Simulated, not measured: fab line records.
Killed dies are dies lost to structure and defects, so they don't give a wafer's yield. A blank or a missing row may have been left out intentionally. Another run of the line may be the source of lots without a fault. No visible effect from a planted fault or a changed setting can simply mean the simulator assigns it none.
fab line records / flow ritCmos
record: lots: 14 wafers: 42 lastDay: 7
route steps=202 shown ACTIVE@1 GATE@89 M1@194
lots that met no fault: taken from a fault-free run of the same line
startH: the number of hours between the record's first day and the start of the first shown wafer of the lot / waitH: time in hours since the lot's previous step / " repeats the value in the row above / L1.1+2: one row covering several wafers at once / - no value present, or no start provided / * or withheld: withheld / < > ~ a bound
route shown NAME@n: NAME is a module with steps in the file, n the number in the route of the first one / usual: the fault-free wafers' mean and standard deviation / same: alike in all rows / chamber/n: place in a boat / sites: readings site by site / _std_site: the values' standard deviation / _edge_site: outer sites' mean less inner sites' / radiusMm: how far each site lies from the wafer's centre / mask NAME#n: copy n / behind: tool/chamber where the wafer was last shaped / hold: reason for holding the lot/hours on hold/outcome of the hold / device: the transistor (n, p or np) that didn't switch / end of line: the route-end tests of the same wafers / where a step has no rows: the recipe by itself / killed: dies lost to structure and defects at the first sort, not the wafer's yield / map: a wafer's dies, x killed, . not, _ none there
set.NAME: the run value of the setting; set.NAME@STEP: its run value at that earlier step / model.NAME: the simulator's own value behind a step, which no gauge read
route steps across a sampled set of lots; one table per step, one row per wafer
services: the hour from which a tool's chamber was out of use, counted from the record's first day as startH (under 0 if before that day), plus the number of hours and why
== steps ==
step: RIT_ACTIVE_BOW_MEAS_00
recipe: mode: bow
usual: INCOMING_BOW: 1/6.4
lot.wafer=L701.2 tool=filmMetro-03 chamber=- startH=15.02 waitH=- INCOMING_BOW[um]=-1
lot.wafer=L701.3 tool=filmMetro-03 chamber=- startH=15.02 waitH=- INCOMING_BOW[um]=-5
lot.wafer=L701.5 tool=filmMetro-03 chamber=- startH=15.02 waitH=- INCOMING_BOW[um]=-3
lot.wafer=L704.2 tool=filmMetro-03 chamber=- startH=30.02 waitH=- INCOMING_BOW[um]=11
lot.wafer=L704.4 tool=filmMetro-03 chamber=- startH=30.02 waitH=- INCOMING_BOW[um]=16
lot.wafer=L704.5 tool=filmMetro-03 chamber=- startH=30.02 waitH=- INCOMING_BOW[um]=-4
lot.wafer=L706.1 tool=filmMetro-04 chamber=- startH=40.00 waitH=- INCOMING_BOW[um]=6
lot.wafer=L706.4 tool=filmMetro-04 chamber=- startH=40.00 waitH=- INCOMING_BOW[um]=-3
lot.wafer=L706.6 tool=filmMetro-04 chamber=- startH=40.00 waitH=- INCOMING_BOW[um]=6
lot.wafer=L708.2 tool=filmMetro-04 chamber=- startH=50.02 waitH=- INCOMING_BOW[um]=-12
lot.wafer=L708.3 tool=filmMetro-04 chamber=- startH=50.02 waitH=- INCOMING_BOW[um]=5
lot.wafer=L708.5 tool=filmMetro-04 chamber=- startH=50.02 waitH=- INCOMING_BOW[um]=0
lot.wafer=L710.1 tool=filmMetro-02 chamber=- startH=60.00 waitH=- INCOMING_BOW[um]=-5
lot.wafer=L710.2 tool=filmMetro-02 chamber=- startH=60.00 waitH=- INCOMING_BOW[um]=11
lot.wafer=L710.3 tool=filmMetro-02 chamber=- startH=60.00 waitH=- INCOMING_BOW[um]=7
lot.wafer=L712.3 tool=filmMetro-03 chamber=- startH=70.04 waitH=- INCOMING_BOW[um]=1
lot.wafer=L712.5 tool=filmMetro-03 chamber=- startH=70.04 waitH=- INCOMING_BOW[um]=-6
lot.wafer=L712.6 tool=filmMetro-03 chamber=- startH=70.04 waitH=- INCOMING_BOW[um]=6
lot.wafer=L713.3 tool=filmMetro-03 chamber=- startH=75.04 waitH=- INCOMING_BOW[um]=1
lot.wafer=L713.4 tool=filmMetro-03 chamber=- startH=75.04 waitH=- INCOMING_BOW[um]=8
lot.wafer=L713.6 tool=filmMetro-03 chamber=- startH=75.04 waitH=- INCOMING_BOW[um]=0
lot.wafer=L714.1 tool=filmMetro-02 chamber=- startH=80.00 waitH=- INCOMING_BOW[um]=-2
lot.wafer=L714.2 tool=filmMetro-02 chamber=- startH=80.00 waitH=- INCOMING_BOW[um]=1
lot.wafer=L714.5 tool=filmMetro-02 chamber=- startH=80.00 waitH=- INCOMING_BOW[um]=-4
lot.wafer=L715.1 tool=filmMetro-04 chamber=- startH=85.00 waitH=- INCOMING_BOW[um]=1
lot.wafer=L715.2 tool=filmMetro-04 chamber=- startH=85.00 waitH=- INCOMING_BOW[um]=-6
lot.wafer=L715.5 tool=filmMetro-04 chamber=- startH=85.00 waitH=- INCOMING_BOW[um]=2
lot.wafer=L718.2 tool=filmMetro-03 chamber=- startH=100.02 waitH=- INCOMING_BOW[um]=5
lot.wafer=L718.3 tool=filmMetro-03 chamber=- startH=100.02 waitH=- INCOMING_BOW[um]=-8
lot.wafer=L718.4 tool=filmMetro-03 chamber=- startH=100.02 waitH=- INCOMING_BOW[um]=5
lot.wafer=L719.1 tool=filmMetro-02 chamber=- startH=105.00 waitH=- INCOMING_BOW[um]=1
lot.wafer=L719.2 tool=filmMetro-02 chamber=- startH=105.00 waitH=- INCOMING_BOW[um]=-1
lot.wafer=L719.3 tool=filmMetro-02 chamber=- startH=105.00 waitH=- INCOMING_BOW[um]=0
lot.wafer=L720.4 tool=filmMetro-04 chamber=- startH=110.06 waitH=- INCOMING_BOW[um]=-4
lot.wafer=L720.5 tool=filmMetro-04 chamber=- startH=110.06 waitH=- INCOMING_BOW[um]=-11
lot.wafer=L720.6 tool=filmMetro-04 chamber=- startH=110.06 waitH=- INCOMING_BOW[um]=2
lot.wafer=L722.2 tool=filmMetro-04 chamber=- startH=120.02 waitH=- INCOMING_BOW[um]=-3
lot.wafer=L722.3 tool=filmMetro-04 chamber=- startH=120.02 waitH=- INCOMING_BOW[um]=9
lot.wafer=L722.5 tool=filmMetro-04 chamber=- startH=120.02 waitH=- INCOMING_BOW[um]=-1
lot.wafer=L723.1 tool=filmMetro-04 chamber=- startH=125.00 waitH=- INCOMING_BOW[um]=2
lot.wafer=L723.3 tool=filmMetro-04 chamber=- startH=125.00 waitH=- INCOMING_BOW[um]=8
lot.wafer=L723.5 tool=filmMetro-04 chamber=- startH=125.00 waitH=- INCOMING_BOW[um]=-8
step: RIT_ACTIVE_THK_MEAS_02
recipe: reads: SiO2_of_ACTIVE_OXIDATION_01
usual: ACTIVE_OXIDE_THK: 46.8/0.74
lot.wafer=L701.2 tool=filmMetro-02 chamber=- startH=17.06 waitH=0.0 ACTIVE_OXIDE_THK[nm]=46.1
lot.wafer=L701.3 tool=filmMetro-02 chamber=- startH=17.06 waitH=0.0 ACTIVE_OXIDE_THK[nm]=46.2
lot.wafer=L701.5 tool=filmMetro-02 chamber=- startH=17.06 waitH=0.0 ACTIVE_OXIDE_THK[nm]=46.5
lot.wafer=L704.2 tool=filmMetro-02 chamber=- startH=32.06 waitH=0.0 ACTIVE_OXIDE_THK[nm]=47.3
lot.wafer=L704.4 tool=filmMetro-02 chamber=- startH=32.06 waitH=0.0 ACTIVE_OXIDE_THK[nm]=46.8
lot.wafer=L704.5 tool=filmMetro-02 chamber=- startH=32.06 waitH=0.0 ACTIVE_OXIDE_THK[nm]=46.9
lot.wafer=L706.1 tool=filmMetro-03 chamber=- startH=42.50 waitH=0.0 ACTIVE_OXIDE_THK[nm]=47.1
lot.wafer=L706.4 tool=filmMetro-03 chamber=- startH=42.50 waitH=0.0 ACTIVE_OXIDE_THK[nm]=47.4
lot.wafer=L706.6 tool=filmMetro-03 chamber=- startH=42.50 waitH=0.0 ACTIVE_OXIDE_THK[nm]=47.4
lot.wafer=L708.2 tool=filmMetro-04 chamber=- startH=52.06 waitH=0.0 ACTIVE_OXIDE_THK[nm]=48.1
lot.wafer=L708.3 tool=filmMetro-04 chamber=- startH=52.06 waitH=0.0 ACTIVE_OXIDE_THK[nm]=47.7
lot.wafer=L708.5 tool=filmMetro-04 chamber=- startH=52.06 waitH=0.0 ACTIVE_OXIDE_THK[nm]=47.6
lot.wafer=L710.1 tool=filmMetro-03 chamber=- startH=62.05 waitH=0.0 ACTIVE_OXIDE_THK[nm]=47.7
lot.wafer=L710.2 tool=filmMetro-03 chamber=- startH=62.05 waitH=0.0 ACTIVE_OXIDE_THK[nm]=47.2
lot.wafer=L710.3 tool=filmMetro-03 chamber=- startH=62.05 waitH=0.0 ACTIVE_OXIDE_THK[nm]=46.9
lot.wafer=L712.3 tool=filmMetro-03 chamber=- startH=72.07 waitH=0.0 ACTIVE_OXIDE_THK[nm]=48.6
lot.wafer=L712.5 tool=filmMetro-03 chamber=- startH=72.07 waitH=0.0 ACTIVE_OXIDE_THK[nm]=48.4
lot.wafer=L712.6 tool=filmMetro-03 chamber=- startH=72.07 waitH=0.0 ACTIVE_OXIDE_THK[nm]=48.1
lot.wafer=L713.3 tool=filmMetro-02 chamber=- startH=77.07 waitH=0.0 ACTIVE_OXIDE_THK[nm]=46.5
lot.wafer=L713.4 tool=filmMetro-02 chamber=- startH=77.07 waitH=0.0 ACTIVE_OXIDE_THK[nm]=46.5
lot.wafer=L713.6 tool=filmMetro-02 chamber=- startH=77.07 waitH=0.0 ACTIVE_OXIDE_THK[nm]=46.5
lot.wafer=L714.1 tool=filmMetro-03 chamber=- startH=82.05 waitH=0.0 ACTIVE_OXIDE_THK[nm]=46.0
lot.wafer=L714.2 tool=filmMetro-03 chamber=- startH=82.05 waitH=0.0 ACTIVE_OXIDE_THK[nm]=46.2
lot.wafer=L714.5 tool=filmMetro-03 chamber=- startH=82.05 waitH=0.0 ACTIVE_OXIDE_THK[nm]=45.8
lot.wafer=L715.1 tool=filmMetro-02 chamber=- startH=87.05 waitH=0.0 ACTIVE_OXIDE_THK[nm]=46.6
lot.wafer=L715.2 tool=filmMetro-02 chamber=- startH=87.05 waitH=0.0 ACTIVE_OXIDE_THK[nm]=46.1
lot.wafer=L715.5 tool=filmMetro-02 chamber=- startH=87.05 waitH=0.0 ACTIVE_OXIDE_THK[nm]=45.8
lot.wafer=L718.2 tool=filmMetro-03 chamber=- startH=102.06 waitH=0.0 ACTIVE_OXIDE_THK[nm]=47.4
lot.wafer=L718.3 tool=filmMetro-03 chamber=- startH=102.06 waitH=0.0 ACTIVE_OXIDE_THK[nm]=47.5
lot.wafer=L718.4 tool=filmMetro-03 chamber=- startH=102.06 waitH=0.0 ACTIVE_OXIDE_THK[nm]=47.0
lot.wafer=L719.1 tool=filmMetro-03 chamber=- startH=107.06 waitH=0.0 ACTIVE_OXIDE_THK[nm]=46.2
lot.wafer=L719.2 tool=filmMetro-03 chamber=- startH=107.06 waitH=0.0 ACTIVE_OXIDE_THK[nm]=46.2
lot.wafer=L719.3 tool=filmMetro-03 chamber=- startH=107.06 waitH=0.0 ACTIVE_OXIDE_THK[nm]=45.6
lot.wafer=L720.4 tool=filmMetro-03 chamber=- startH=112.08 waitH=0.0 ACTIVE_OXIDE_THK[nm]=46.6
lot.wafer=L720.5 tool=filmMetro-03 chamber=- startH=112.08 waitH=0.0 ACTIVE_OXIDE_THK[nm]=46.5
lot.wafer=L720.6 tool=filmMetro-03 chamber=- startH=112.08 waitH=0.0 ACTIVE_OXIDE_THK[nm]=46.6
lot.wafer=L722.2 tool=filmMetro-04 chamber=- startH=122.06 waitH=0.0 ACTIVE_OXIDE_THK[nm]=47.2
lot.wafer=L722.3 tool=filmMetro-04 chamber=- startH=122.06 waitH=0.0 ACTIVE_OXIDE_THK[nm]=46.5
lot.wafer=L722.5 tool=filmMetro-04 chamber=- startH=122.06 waitH=0.0 ACTIVE_OXIDE_THK[nm]=46.9
lot.wafer=L723.1 tool=filmMetro-02 chamber=- startH=127.05 waitH=0.0 ACTIVE_OXIDE_THK[nm]=46.1
lot.wafer=L723.3 tool=filmMetro-02 chamber=- startH=127.05 waitH=0.0 ACTIVE_OXIDE_THK[nm]=46.9
lot.wafer=L723.5 tool=filmMetro-02 chamber=- startH=127.05 waitH=0.0 ACTIVE_OXIDE_THK[nm]=46.7
step: RIT_GATE_EXPOSE_13
recipe: maskId: M6 na: 0.6 sourceShape: conventional sigmaOuter: 0.6 targetCdNm: 150 doseMj: 376.2
usual: exposureDoseMJCm2: 379.9/0.37 focusOffsetNm: 0.0/0.46
lot.wafer=L701.2 tool=ilineStepper-01 chamber=0 startH=43.35 waitH=0.2 mask=M6#0 exposureDoseMJCm2=379.7 focusOffsetNm=0.2
lot.wafer=L701.3 tool=ilineStepper-01 chamber=0 startH=43.35 waitH=0.2 mask=M6#0 exposureDoseMJCm2=379.9 focusOffsetNm=-0.2
lot.wafer=L701.5 tool=ilineStepper-01 chamber=0 startH=43.35 waitH=0.2 mask=M6#0 exposureDoseMJCm2=380.1 focusOffsetNm=0.4
lot.wafer=L704.2 tool=ilineStepper-01 chamber=0 startH=55.97 waitH=0.1 mask=M6#0 exposureDoseMJCm2=379.4 focusOffsetNm=-0.2
lot.wafer=L704.4 tool=ilineStepper-01 chamber=0 startH=55.97 waitH=0.1 mask=M6#0 exposureDoseMJCm2=379.4 focusOffsetNm=0.3
lot.wafer=L704.5 tool=ilineStepper-01 chamber=0 startH=55.97 waitH=0.1 mask=M6#0 exposureDoseMJCm2=379.4 focusOffsetNm=0.7
lot.wafer=L706.1 tool=ilineStepper-02 chamber=0 startH=66.95 waitH=0.1 mask=M6#0 exposureDoseMJCm2=380.1 focusOffsetNm=-0.2
lot.wafer=L706.4 tool=ilineStepper-02 chamber=0 startH=66.95 waitH=0.1 mask=M6#0 exposureDoseMJCm2=379.7 focusOffsetNm=-0.5
lot.wafer=L706.6 tool=ilineStepper-02 chamber=0 startH=66.95 waitH=0.1 mask=M6#0 exposureDoseMJCm2=379.6 focusOffsetNm=0.2
lot.wafer=L708.2 tool=ilineStepper-02 chamber=0 startH=75.51 waitH=0.2 mask=M6#0 exposureDoseMJCm2=380.0 focusOffsetNm=-0.2
lot.wafer=L708.3 tool=ilineStepper-02 chamber=0 startH=75.51 waitH=0.2 mask=M6#0 exposureDoseMJCm2=380.4 focusOffsetNm=0.3
lot.wafer=L708.5 tool=ilineStepper-02 chamber=0 startH=75.51 waitH=0.2 mask=M6#0 exposureDoseMJCm2=380.6 focusOffsetNm=-0.3
lot.wafer=L710.1 tool=ilineStepper-01 chamber=0 startH=85.92 waitH=0.4 mask=M6#0 exposureDoseMJCm2=380.1 focusOffsetNm=-0.4
lot.wafer=L710.2 tool=ilineStepper-01 chamber=0 startH=85.92 waitH=0.4 mask=M6#0 exposureDoseMJCm2=380.2 focusOffsetNm=-0.6
lot.wafer=L710.3 tool=ilineStepper-01 chamber=0 startH=85.92 waitH=0.4 mask=M6#0 exposureDoseMJCm2=380.3 focusOffsetNm=0.1
lot.wafer=L712.3 tool=ilineStepper-01 chamber=0 startH=96.34 waitH=0.2 mask=M6#0 exposureDoseMJCm2=379.8 focusOffsetNm=0.0
lot.wafer=L712.5 tool=ilineStepper-01 chamber=0 startH=96.34 waitH=0.2 mask=M6#0 exposureDoseMJCm2=379.6 focusOffsetNm=1.1
lot.wafer=L712.6 tool=ilineStepper-01 chamber=0 startH=96.34 waitH=0.2 mask=M6#0 exposureDoseMJCm2=380.0 focusOffsetNm=1.0
lot.wafer=L713.3 tool=ilineStepper-02 chamber=0 startH=101.58 waitH=0.2 mask=M6#0 exposureDoseMJCm2=380.3 focusOffsetNm=-0.4
lot.wafer=L713.4 tool=ilineStepper-02 chamber=0 startH=101.58 waitH=0.2 mask=M6#0 exposureDoseMJCm2=380.8 focusOffsetNm=0.3
lot.wafer=L713.6 tool=ilineStepper-02 chamber=0 startH=101.58 waitH=0.2 mask=M6#0 exposureDoseMJCm2=380.7 focusOffsetNm=-0.1
lot.wafer=L714.1 tool=ilineStepper-02 chamber=- startH=107.12 waitH=0.1 mask=M6#0 exposureDoseMJCm2=- focusOffsetNm=-
lot.wafer=L714.2 tool=ilineStepper-02 chamber=- startH=107.12 waitH=0.1 mask=M6#0 exposureDoseMJCm2=- focusOffsetNm=-
lot.wafer=L714.5 tool=ilineStepper-02 chamber=- startH=107.12 waitH=0.1 mask=M6#0 exposureDoseMJCm2=- focusOffsetNm=-
lot.wafer=L715.1 tool=ilineStepper-01 chamber=- startH=112.82 waitH=0.2 mask=M6#0 exposureDoseMJCm2=- focusOffsetNm=-
lot.wafer=L715.2 tool=ilineStepper-01 chamber=- startH=112.82 waitH=0.2 mask=M6#0 exposureDoseMJCm2=- focusOffsetNm=-
lot.wafer=L715.5 tool=ilineStepper-01 chamber=- startH=112.82 waitH=0.2 mask=M6#0 exposureDoseMJCm2=- focusOffsetNm=-
lot.wafer=L718.2 tool=ilineStepper-01 chamber=0 startH=127.14 waitH=0.1 mask=M6#0 exposureDoseMJCm2=379.4 focusOffsetNm=0.8
lot.wafer=L718.3 tool=ilineStepper-01 chamber=0 startH=127.14 waitH=0.1 mask=M6#0 exposureDoseMJCm2=379.8 focusOffsetNm=0.5
lot.wafer=L718.4 tool=ilineStepper-01 chamber=0 startH=127.14 waitH=0.1 mask=M6#0 exposureDoseMJCm2=379.7 focusOffsetNm=0.7
lot.wafer=L719.1 tool=ilineStepper-02 chamber=0 startH=131.30 waitH=0.2 mask=M6#0 exposureDoseMJCm2=379.6 focusOffsetNm=-0.2
lot.wafer=L719.2 tool=ilineStepper-02 chamber=0 startH=131.30 waitH=0.2 mask=M6#0 exposureDoseMJCm2=380.1 focusOffsetNm=-0.4
lot.wafer=L719.3 tool=ilineStepper-02 chamber=0 startH=131.30 waitH=0.2 mask=M6#0 exposureDoseMJCm2=380.4 focusOffsetNm=0.4
lot.wafer=L720.4 tool=ilineStepper-02 chamber=0 startH=137.17 waitH=0.1 mask=M6#0 exposureDoseMJCm2=379.8 focusOffsetNm=0.7
lot.wafer=L720.5 tool=ilineStepper-02 chamber=0 startH=137.17 waitH=0.1 mask=M6#0 exposureDoseMJCm2=379.7 focusOffsetNm=-0.2
lot.wafer=L720.6 tool=ilineStepper-02 chamber=0 startH=137.17 waitH=0.1 mask=M6#0 exposureDoseMJCm2=379.3 focusOffsetNm=-0.3
lot.wafer=L722.2 tool=ilineStepper-02 chamber=0 startH=146.85 waitH=0.1 mask=M6#0 exposureDoseMJCm2=379.5 focusOffsetNm=-0.4
lot.wafer=L722.3 tool=ilineStepper-02 chamber=0 startH=146.85 waitH=0.1 mask=M6#0 exposureDoseMJCm2=379.7 focusOffsetNm=0.6
lot.wafer=L722.5 tool=ilineStepper-02 chamber=0 startH=146.85 waitH=0.1 mask=M6#0 exposureDoseMJCm2=379.6 focusOffsetNm=0.2
lot.wafer=L723.1 tool=ilineStepper-01 chamber=0 startH=150.63 waitH=0.2 mask=M6#0 exposureDoseMJCm2=380.2 focusOffsetNm=-0.1
lot.wafer=L723.3 tool=ilineStepper-01 chamber=0 startH=150.63 waitH=0.2 mask=M6#0 exposureDoseMJCm2=380.0 focusOffsetNm=-0.1
lot.wafer=L723.5 tool=ilineStepper-01 chamber=0 startH=150.63 waitH=0.2 mask=M6#0 exposureDoseMJCm2=379.7 focusOffsetNm=-0.2
step: RIT_M1_OVL_MEAS_10
usual: M1_OVL: 0.6/1.5
lot.wafer=L701.2 tool=overlay-01 chamber=- startH=61.63 waitH=0.1 M1_OVL[nm]=2.9
lot.wafer=L701.3 tool=overlay-01 chamber=- startH=61.63 waitH=0.1 M1_OVL[nm]=1.8
lot.wafer=L701.5 tool=overlay-01 chamber=- startH=61.63 waitH=0.1 M1_OVL[nm]=-0.1
lot.wafer=L704.2 tool=overlay-01 chamber=- startH=75.80 waitH=0.1 M1_OVL[nm]=1.1
lot.wafer=L704.4 tool=overlay-01 chamber=- startH=75.80 waitH=0.1 M1_OVL[nm]=3.4
lot.wafer=L704.5 tool=overlay-01 chamber=- startH=75.80 waitH=0.1 M1_OVL[nm]=-0.5
lot.wafer=L706.1 tool=overlay-01 chamber=- startH=86.08 waitH=0.1 M1_OVL[nm]=1.4
lot.wafer=L706.4 tool=overlay-01 chamber=- startH=86.08 waitH=0.1 M1_OVL[nm]=3.1
lot.wafer=L706.6 tool=overlay-01 chamber=- startH=86.08 waitH=0.1 M1_OVL[nm]=1.9
lot.wafer=L708.2 tool=overlay-01 chamber=- startH=93.89 waitH=0.1 M1_OVL[nm]=0.2
lot.wafer=L708.3 tool=overlay-01 chamber=- startH=93.89 waitH=0.1 M1_OVL[nm]=-0.4
lot.wafer=L708.5 tool=overlay-01 chamber=- startH=93.89 waitH=0.1 M1_OVL[nm]=-0.3
lot.wafer=L710.1 tool=overlay-01 chamber=- startH=104.51 waitH=0.1 M1_OVL[nm]=0.0
lot.wafer=L710.2 tool=overlay-01 chamber=- startH=104.51 waitH=0.1 M1_OVL[nm]=1.4
lot.wafer=L710.3 tool=overlay-01 chamber=- startH=104.51 waitH=0.1 M1_OVL[nm]=0.7
lot.wafer=L712.3 tool=overlay-02 chamber=- startH=115.57 waitH=0.1 M1_OVL[nm]=0.8
lot.wafer=L712.5 tool=overlay-02 chamber=- startH=115.57 waitH=0.1 M1_OVL[nm]=1.5
lot.wafer=L712.6 tool=overlay-02 chamber=- startH=115.57 waitH=0.1 M1_OVL[nm]=2.9
lot.wafer=L713.3 tool=overlay-01 chamber=- startH=119.80 waitH=0.1 M1_OVL[nm]=2.6
lot.wafer=L713.4 tool=overlay-01 chamber=- startH=119.80 waitH=0.1 M1_OVL[nm]=1.1
lot.wafer=L713.6 tool=overlay-01 chamber=- startH=119.80 waitH=0.1 M1_OVL[nm]=2.4
lot.wafer=L718.2 tool=overlay-02 chamber=- startH=145.55 waitH=0.1 M1_OVL[nm]=-0.9
lot.wafer=L718.3 tool=overlay-02 chamber=- startH=145.55 waitH=0.1 M1_OVL[nm]=-0.2
lot.wafer=L718.4 tool=overlay-02 chamber=- startH=145.55 waitH=0.1 M1_OVL[nm]=-1.7
lot.wafer=L719.1 tool=overlay-02 chamber=- startH=149.80 waitH=0.1 M1_OVL[nm]=0.9
lot.wafer=L719.2 tool=overlay-02 chamber=- startH=149.80 waitH=0.1 M1_OVL[nm]=0.7
lot.wafer=L719.3 tool=overlay-02 chamber=- startH=149.80 waitH=0.1 M1_OVL[nm]=-0.1
lot.wafer=L720.4 tool=overlay-02 chamber=- startH=155.19 waitH=0.1 M1_OVL[nm]=2.1
lot.wafer=L720.5 tool=overlay-02 chamber=- startH=155.19 waitH=0.1 M1_OVL[nm]=1.5
lot.wafer=L720.6 tool=overlay-02 chamber=- startH=155.19 waitH=0.1 M1_OVL[nm]=0.6
lot.wafer=L722.2 tool=overlay-02 chamber=- startH=164.50 waitH=0.1 M1_OVL[nm]=2.6
lot.wafer=L722.3 tool=overlay-02 chamber=- startH=164.50 waitH=0.1 M1_OVL[nm]=1.4
lot.wafer=L722.5 tool=overlay-02 chamber=- startH=164.50 waitH=0.1 M1_OVL[nm]=2.4
lot.wafer=L723.1 tool=overlay-01 chamber=- startH=168.44 waitH=0.1 M1_OVL[nm]=-0.5
lot.wafer=L723.3 tool=overlay-01 chamber=- startH=168.44 waitH=0.1 M1_OVL[nm]=1.9
lot.wafer=L723.5 tool=overlay-01 chamber=- startH=168.44 waitH=0.1 M1_OVL[nm]=0.0
== services ==
tool=ilineStepper-02 chamber=0 startH=49.73 hours=- kind=calibration
tool=ilineStepper-01 chamber=- startH=80.77 hours=4.4 kind=pm
tool=ilineStepper-02 chamber=- startH=83.29 hours=5.9 kind=repair
== key ==
firstSign: step: RIT_GATE_EXPOSE_13 reading: toolRecord direction: missing
effect none on later readings
metAt RIT_GATE_EXPOSE_13
struckLots L714,L715
laterRowsLeftOut L714.1,L714.2,L714.5,L715.1,L715.2,L715.5
sortLeftOut L714.1,L714.2,L714.5,L715.1,L715.2,L715.5
testerLeftOut L714,L715
notActingAt RIT_ACTIVE_BOW_MEAS_00,RIT_ACTIVE_THK_MEAS_02,RIT_M1_OVL_MEAS_10
onsetBetween 101.58 107.12
fault: kind: skippedStepWhole tool: ilineStepper-01,ilineStepper-02 chamber: - onsetH: 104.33 steps: RIT_GATE_EXPOSE_13 scope: struckLotsOnly
testerLeftOut: of these lots the tester's yield and bins aren't shown, on N5 and GAA mostly nor the transistor test; their killed dies are dies lost to structure and defects alone, not to doping, threshold or leakage, so they don't give the yield
sortLeftOut: the simulated sort isn't trusted on such a fault, so these wafers' sort isn't shown, and their yield isn't known
laterRowsLeftOut: the simulator's readings of these wafers behind a module that went badly wrong aren't trusted and aren't shown, but for the sort
